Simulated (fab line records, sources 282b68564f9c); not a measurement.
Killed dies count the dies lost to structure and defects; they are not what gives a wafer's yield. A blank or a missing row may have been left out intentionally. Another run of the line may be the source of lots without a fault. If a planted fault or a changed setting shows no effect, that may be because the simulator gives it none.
Problem report, 8D (eight disciplines) form, completed by code	flow ritCmos	the parts of the form that need people (team, actions taken, sign-off) are left out

## 1. PROBLEM STATEMENT
At RIT_M1_PROBE_99, killedAtContacts averages 32.5 over 2 wafers from 2 lots, while fault-free wafers read 0.1, standard deviation 0.36. Relative to the usual mean, that is a shift of +90 standard deviations.
First seen on wafer L327.2, day 6 01:55, on prober-01. The record holds 9 wafers of 3 lots with a number at this step. Rule for "out", or "out of limits": more than 4 standard deviations from the usual mean. The other wafers with a number count as sound.

## 2. WHAT IT IS, AND WHAT IT ISN'T
question	is	is not
which readings at this step	killedAtContacts, killedDies	killed_at_M0_to_M3, killedAtFrontEnd, killedOpen, killedShort
which lots	L327, L331	L333
which wafers of those lots	L327.2, L331.5	L327.3, L327.6, L331.2, L331.6
read on which tools	prober-01	-
when	from day 6 01:55	up to then (0 sound wafers); but 7 sound wafers of L327, L331, L333 came after

## 3. THE SUSPECTS, EACH WITH WHAT RULES IT OUT
Counting: if a tool at a process step up to the reading ran every lot that is out, it stays a suspect. Sound lots after the first of them don't rule it out here, since some wafers of a struck lot are sound.
- rieDiel-01 at RIT_CONTACT_ETCH_11 (etches SiO2 in CHF3/CF4/Ar, stops on TiSi2, target depth 480 nm, time 320 s): kept. It ran every lot that is out, first L327 (day 5 21:01).
- prober-01 at RIT_M1_PROBE_99: kept. It ran every lot that is out, first L327 (day 6 01:55). Its own readings are out on those wafers: killedAtContacts, killedDies.
- Within rieDiel-01 at RIT_CONTACT_ETCH_11: the wafers that are out ran in chamber 3; their sound lot-mates ran in chambers 0, 2.
Remaining after the count are rieDiel-01 at RIT_CONTACT_ETCH_11 and prober-01 at RIT_M1_PROBE_99.

## 4. THE CAUSE (what the simulator had put in)
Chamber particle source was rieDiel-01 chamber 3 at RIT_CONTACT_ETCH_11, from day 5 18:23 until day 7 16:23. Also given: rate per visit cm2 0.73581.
This tool is one of the 2 suspects left after counting.

## 5. THE EFFECT CHAIN, in route order
One row per reading whose mean, taken over the struck wafers that have a number, lies over 3 standard deviations from the usual. Scope: only readings with a usual standard deviation given in the record; hours: median across lots of the time from each lot's start at the first step in this table that gives one to its start at this step; sigmas: change in usual standard deviations.
hours	step	reading	usual	on struck wafers	change	sigmas
0	RIT_M1_PROBE_99	killedAtContacts	0.1	32.5	+32.4	+90
0	RIT_M1_PROBE_99	killedDies	7	38	+32	+9.3
The process steps in it:
- RIT_M1_PROBE_99

## 6. WHAT WOULD HAVE CAUGHT IT SOONER
In this record no reading fell out of limits until day 6 01:55, 8 hours after the fault had begun at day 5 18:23.
Tool readings at RIT_CONTACT_ETCH_11 with a usual standard deviation given in the record: none out on any struck wafer, hence no alarm at a limit of 4 standard deviations on them.
Of the lots that are out (2), L331 began RIT_CONTACT_ETCH_11 on rieDiel-01 after day 6 01:55. A tool hold placed at that time would have kept it from harm.
